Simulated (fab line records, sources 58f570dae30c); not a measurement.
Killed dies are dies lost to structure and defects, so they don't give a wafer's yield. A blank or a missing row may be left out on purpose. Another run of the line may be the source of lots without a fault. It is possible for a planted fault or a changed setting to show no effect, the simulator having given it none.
Chamber matching    flow berkeley_cmos170    UCB170_GATE_ETCH_15 on rie_si-01: 4 sister chambers
The step etches poly-Si in HBr/Cl2, stops on SiO2, time 56.3 s, target depth 278.2 nm. 14 wafers are shown with their chamber, then 7 later ones without.

WAFERS, EACH WITH ITS CHAMBER
wafer   chamber  throttle_valve_pct (%)  drypump_motor_current_A (A)  oes_product_au (a.u.)
L135.2  0        26.64                   5.8                          0.817
L135.4  2        26.31                   5.6                          0.832
L135.5  0        26.67                   5.8                          0.830
L140.3  0        26.64                   5.7                          0.815
L140.4  2        26.31                   5.6                          0.834
L140.5  1        26.04                   5.1                          0.830
L141.3  1        26.02                   5.1                          0.849
L141.5  0        26.66                   5.7                          0.807
L141.6  3        26.36                   5.8                          0.848
L150.2  0        26.65                   5.7                          0.818
L150.4  1        26.02                   5.1                          0.833
L150.6  0        26.67                   5.7                          0.817
L154.2  0        26.65                   5.8                          0.826
L154.4  1        26.02                   5.1                          0.840

SIGNATURES (means of the wafers above)
reading                  chamber 0  chamber 1  chamber 2  chamber 3  scatter within a chamber
throttle_valve_pct       26.6543    26.0250    26.3100    26.3600    0.0113
drypump_motor_current_A  5.743      5.100      5.600      5.800      0.0414
oes_product_au           0.81857    0.83800    0.83300    0.84800    0.00744
Rule: for each reading, subtract the chamber's mean from the wafer's reading, divide by that reading's scatter and square the result; add these up over the readings and take the root, which gives the wafer's distance from the chamber. If the next closest chamber is less than 2 further off than the closest, the wafer can't be placed; otherwise it belongs to the closest. The scatter: the root of (the sum of the squares of (reading less its chamber's mean) over the shown wafers, divided by (wafers less chambers)).

WAFERS WITH NO CHAMBER GIVEN
wafer   throttle_valve_pct (%)  drypump_motor_current_A (A)  oes_product_au (a.u.)
L154.5  26.35                   5.8                          0.852
L157.1  26.65                   5.7                          0.828
L157.2  26.36                   5.8                          0.848
L157.3  26.04                   5.1                          0.828
L156.1  26.31                   5.5                          0.831
L156.3  26.03                   5.1                          0.820
L156.4  26.65                   5.7                          0.820

WHICH CHAMBER EACH ONE RAN IN
wafer   from the rows above  in truth
L154.5  3                    3
L157.1  0                    0
L157.2  3                    3
L157.3  1                    1
L156.1  2                    2
L156.3  1                    1
L156.4  0                    0
Correctly placed: 7 of 7. Left unplaced by these rows: 0. Number placed wrongly: 0.
